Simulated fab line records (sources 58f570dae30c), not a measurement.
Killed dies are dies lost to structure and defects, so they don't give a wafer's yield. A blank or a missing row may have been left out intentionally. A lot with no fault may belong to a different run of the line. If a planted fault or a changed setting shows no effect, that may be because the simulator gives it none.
What tool caused it? || flow berkeley_cmos170 || 14 lots with 42 wafers sampled at 4 steps, on a route of 331 steps

== WHAT THE GAUGES SHOWED, per wafer ==
UCB170_ACTIVE_CD_MEAS_13: the cd target is 1200 nm.
{"lot": "L175", "measured": "day 5 01:53", "on": "cd_sem-01", "cd_nm (nm)": "1200.7 1199.7 1200.5"}
{"lot": "L177", "measured": "day 5 06:32", "on": "cd_sem-01", "cd_nm (nm)": "1199.8 1199.3 1199.0"}
{"lot": "L176", "measured": "day 5 06:46", "on": "cd_sem-02", "cd_nm (nm)": "1198.2 1198.8 1197.7"}
{"lot": "L179", "measured": "day 5 18:38", "on": "cd_sem-01", "cd_nm (nm)": "1201.0 1202.2 1200.7"}
{"lot": "L178", "measured": "day 5 18:45", "on": "cd_sem-02", "cd_nm (nm)": "1199.3 1200.1 1201.5"}
{"lot": "L180", "measured": "day 6 03:31", "on": "cd_sem-02", "cd_nm (nm)": "1199.1 1199.2 1200.0"}
{"lot": "L181", "measured": "day 6 04:07", "on": "cd_sem-02", "cd_nm (nm)": "1199.7 1200.2 1201.3"}
{"lot": "L186", "measured": "day 7 13:10", "on": "cd_sem-01", "cd_nm (nm)": "1198.4 1196.2 1196.3"}
{"lot": "L188", "measured": "day 7 19:08", "on": "cd_sem-02", "cd_nm (nm)": "1245.4 1245.9 1245.8 1245.6 1246.3 1245.4"}
{"lot": "L190", "measured": "day 8 11:14", "on": "cd_sem-02", "cd_nm (nm)": "1237.1 1237.8 1238.2 1237.1 1238.0 1238.1"}
{"lot": "L191", "measured": "day 8 18:41", "on": "cd_sem-01", "cd_nm (nm)": "1199.7 1198.5 1199.1"}
{"lot": "L194", "measured": "day 8 23:05", "on": "cd_sem-02", "cd_nm (nm)": "1200.0 1199.5 1200.4"}
{"lot": "L193", "measured": "day 8 23:22", "on": "cd_sem-02", "cd_nm (nm)": "1201.0 1200.8 1200.3"}
{"lot": "L197", "measured": "day 9 18:39", "on": "cd_sem-01", "cd_nm (nm)": "1201.7 1199.8 1200.3"}

UCB170_V2_OVL_MEAS_13.
{"lot": "L175", "measured": "day 9 11:20", "on": "overlay-01", "V2_OVL (nm)": "0 -1 -1"}
{"lot": "L177", "measured": "day 9 11:59", "on": "overlay-02", "V2_OVL (nm)": "-4 -1 3"}
{"lot": "L176", "measured": "day 9 12:00", "on": "overlay-01", "V2_OVL (nm)": "4 5 4"}
{"lot": "L179", "measured": "day 9 12:21", "on": "overlay-01", "V2_OVL (nm)": "-9 -7 -13"}
{"lot": "L178", "measured": "day 9 12:35", "on": "overlay-02", "V2_OVL (nm)": "0 1 -3"}
{"lot": "L180", "measured": "day 10 07:12", "on": "overlay-01", "V2_OVL (nm)": "6 3 4"}
{"lot": "L181", "measured": "day 10 06:56", "on": "overlay-01", "V2_OVL (nm)": "6 3 5"}
{"lot": "L186", "measured": "day 11 10:40", "on": "overlay-02", "V2_OVL (nm)": "-6 -1 2"}
{"lot": "L188", "measured": "day 11 13:05", "on": "overlay-01", "V2_OVL (nm)": "0 -2 2"}
{"lot": "L190", "measured": "day 12 02:39", "on": "overlay-02", "V2_OVL (nm)": "3 -1 -3"}
{"lot": "L191", "measured": "day 12 14:45", "on": "overlay-02", "V2_OVL (nm)": "-4 0 -6"}
{"lot": "L194", "measured": "day 12 14:59", "on": "overlay-01", "V2_OVL (nm)": "-3 -4 -6"}
{"lot": "L193", "measured": "day 12 15:32", "on": "overlay-01", "V2_OVL (nm)": "-1 0 0"}
{"lot": "L197", "measured": "day 13 08:10", "on": "overlay-01", "V2_OVL (nm)": "-14 -11 -15"}

== WHICH TOOL RAN EACH LOT (tool, then ch and the chambers of the sampled wafers, then the start) ==
{"lot": "L175", "UCB170_ACTIVE_EXPOSE_10": "krf_scanner-01 ch 0, day 5 01:20", "UCB170_V2_CMP_02": "cmp-01 ch 0,1,2, day 9 09:27"}
{"lot": "L177", "UCB170_ACTIVE_EXPOSE_10": "krf_scanner-01 ch 0, day 5 05:58", "UCB170_V2_CMP_02": "cmp-01 ch 0,1,2, day 9 09:42"}
{"lot": "L176", "UCB170_ACTIVE_EXPOSE_10": "krf_scanner-02 ch 0, day 5 06:14", "UCB170_V2_CMP_02": "cmp-01 ch 0,1,3, day 9 10:09"}
{"lot": "L179", "UCB170_ACTIVE_EXPOSE_10": "krf_scanner-01 ch 0, day 5 17:38", "UCB170_V2_CMP_02": "cmp-02 ch 0,1,3, day 9 10:15"}
{"lot": "L178", "UCB170_ACTIVE_EXPOSE_10": "krf_scanner-01 ch 0, day 5 17:45", "UCB170_V2_CMP_02": "cmp-01 ch 2,3, day 9 10:18"}
{"lot": "L180", "UCB170_ACTIVE_EXPOSE_10": "krf_scanner-01 ch 0, day 6 03:08", "UCB170_V2_CMP_02": "cmp-02 ch 1,2,3, day 10 05:20"}
{"lot": "L181", "UCB170_ACTIVE_EXPOSE_10": "krf_scanner-01 ch 0, day 6 03:44", "UCB170_V2_CMP_02": "cmp-01 ch 0,1,2, day 10 05:10"}
{"lot": "L186", "UCB170_ACTIVE_EXPOSE_10": "krf_scanner-01 ch 0, day 7 12:01", "UCB170_V2_CMP_02": "cmp-01 ch 1,2, day 11 08:55"}
{"lot": "L188", "UCB170_ACTIVE_EXPOSE_10": "krf_scanner-02 ch 0, day 7 18:42", "UCB170_V2_CMP_02": "cmp-02 ch 0,2, day 11 10:05"}
{"lot": "L190", "UCB170_ACTIVE_EXPOSE_10": "krf_scanner-02 ch 0, day 8 10:50", "UCB170_V2_CMP_02": "cmp-02 ch 0,1,2, day 12 00:26"}
{"lot": "L191", "UCB170_ACTIVE_EXPOSE_10": "krf_scanner-01 ch 0, day 8 18:16", "UCB170_V2_CMP_02": "cmp-02 ch 0,1,2, day 12 13:01"}
{"lot": "L194", "UCB170_ACTIVE_EXPOSE_10": "krf_scanner-01 ch 0, day 8 22:42", "UCB170_V2_CMP_02": "cmp-01 ch 1,2, day 12 13:17"}
{"lot": "L193", "UCB170_ACTIVE_EXPOSE_10": "krf_scanner-01 ch 0, day 8 22:49", "UCB170_V2_CMP_02": "cmp-01 ch 1,2,3, day 12 13:55"}
{"lot": "L197", "UCB170_ACTIVE_EXPOSE_10": "krf_scanner-01 ch 0, day 9 18:13", "UCB170_V2_CMP_02": "cmp-01 ch 2,3, day 13 06:04"}
- UCB170_ACTIVE_EXPOSE_10: exposes mask ACTIVE, target cd 1200 nm.
- UCB170_V2_CMP_02: polishes SiO2.

== AS READ BY THE TOOLS THEMSELVES (means over the sampled wafers that have a number; for cases with no such wafer, the mark the record gives instead) ==
UCB170_ACTIVE_EXPOSE_10.
{"lot": "L175", "tool": "krf_scanner-01", "exposure_dose_mJ_cm2": 20.009}
{"lot": "L177", "tool": "krf_scanner-01", "exposure_dose_mJ_cm2": 19.986}
{"lot": "L176", "tool": "krf_scanner-02", "exposure_dose_mJ_cm2": 20.012}
{"lot": "L179", "tool": "krf_scanner-01", "exposure_dose_mJ_cm2": 19.998}
{"lot": "L178", "tool": "krf_scanner-01", "exposure_dose_mJ_cm2": 20.013}
{"lot": "L180", "tool": "krf_scanner-01", "exposure_dose_mJ_cm2": 20.001}
{"lot": "L181", "tool": "krf_scanner-01", "exposure_dose_mJ_cm2": 19.978}
{"lot": "L186", "tool": "krf_scanner-01", "exposure_dose_mJ_cm2": 20.011}
{"lot": "L188", "tool": "krf_scanner-02", "exposure_dose_mJ_cm2": 15.424}
{"lot": "L190", "tool": "krf_scanner-02", "exposure_dose_mJ_cm2": 16.308}
{"lot": "L191", "tool": "krf_scanner-01", "exposure_dose_mJ_cm2": 20.000}
{"lot": "L194", "tool": "krf_scanner-01", "exposure_dose_mJ_cm2": 19.979}
{"lot": "L193", "tool": "krf_scanner-01", "exposure_dose_mJ_cm2": 20.009}
{"lot": "L197", "tool": "krf_scanner-01", "exposure_dose_mJ_cm2": 19.999}

UCB170_V2_CMP_02.
{"lot": "L175", "tool": "cmp-01", "motor_current_A (A)": 16.0}
{"lot": "L177", "tool": "cmp-01", "motor_current_A (A)": 16.0}
{"lot": "L176", "tool": "cmp-01", "motor_current_A (A)": 15.5}
{"lot": "L179", "tool": "cmp-02", "motor_current_A (A)": 15.6}
{"lot": "L178", "tool": "cmp-01", "motor_current_A (A)": 14.5}
{"lot": "L180", "tool": "cmp-02", "motor_current_A (A)": 16.1}
{"lot": "L181", "tool": "cmp-01", "motor_current_A (A)": 16.5}
{"lot": "L186", "tool": "cmp-01", "motor_current_A (A)": 16.9}
{"lot": "L188", "tool": "cmp-02", "motor_current_A (A)": 15.2}
{"lot": "L190", "tool": "cmp-02", "motor_current_A (A)": 14.5}
{"lot": "L191", "tool": "cmp-02", "motor_current_A (A)": 15.4}
{"lot": "L194", "tool": "cmp-01", "motor_current_A (A)": 16.3}
{"lot": "L193", "tool": "cmp-01", "motor_current_A (A)": 15.9}
{"lot": "L197", "tool": "cmp-01", "motor_current_A (A)": 15.5}

== THE ANSWER, worked out from the rows above alone ==
Rule: the lots themselves supply what counts as usual. Put in order of their means at a reading, lots are off if they are a third of the lots or fewer, leave a main group of 4 or more, and stand apart from it by a gap of 3 or more times the standard deviation of the main group's means; of several such gaps the widest counts. A main group whose means are all the same, to the digits that the tables above print for the reading, isn't used. Also off: a lot with no number at a reading for which 4 or more lots have one. The other lots that the step has rows for count as sound. After the gauges, taken in route order, come the tools' own readings; for these a lot's mean is taken, as printed above. The first step at which some lot is off is used, and at that step the reading that is off furthest; a lot without a number counts as furthest.
Off, at UCB170_ACTIVE_CD_MEAS_13 on cd_nm: L188, L190. For the main group the mean is 1199.7 nm and the standard deviation 1.1.
If a tool, at a process step before that reading, ran all the lots that are off and no sound lot after the first of them, it fits. Not tried: the gauges at UCB170_ACTIVE_CD_MEAS_13; whatever is off there is also off at UCB170_ACTIVE_EXPOSE_10, on other tools, and gauge error can't account for it. One candidate fits, namely krf_scanner-02 at UCB170_ACTIVE_EXPOSE_10. Its last sound lot is L176 (day 5 06:14), its first lot that is off L188 (day 7 18:42): a fault that began between those two fits.
The tool's own readings at UCB170_ACTIVE_EXPOSE_10 bear it out: on the lots that are off they differ by more than 5 times the standard deviation of the sound lots' means. exposure_dose_mJ_cm2 reads 15.866 there against 20.000 on the sound lots.

== WHAT THE SIMULATOR HAD INSERTED ==
Process parameter drift: krf_scanner-02, from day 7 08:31 on, at UCB170_ACTIVE_EXPOSE_10. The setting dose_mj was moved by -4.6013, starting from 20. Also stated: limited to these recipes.
Shown lots that were struck: L188, L190. The rule given above showed the same thing.
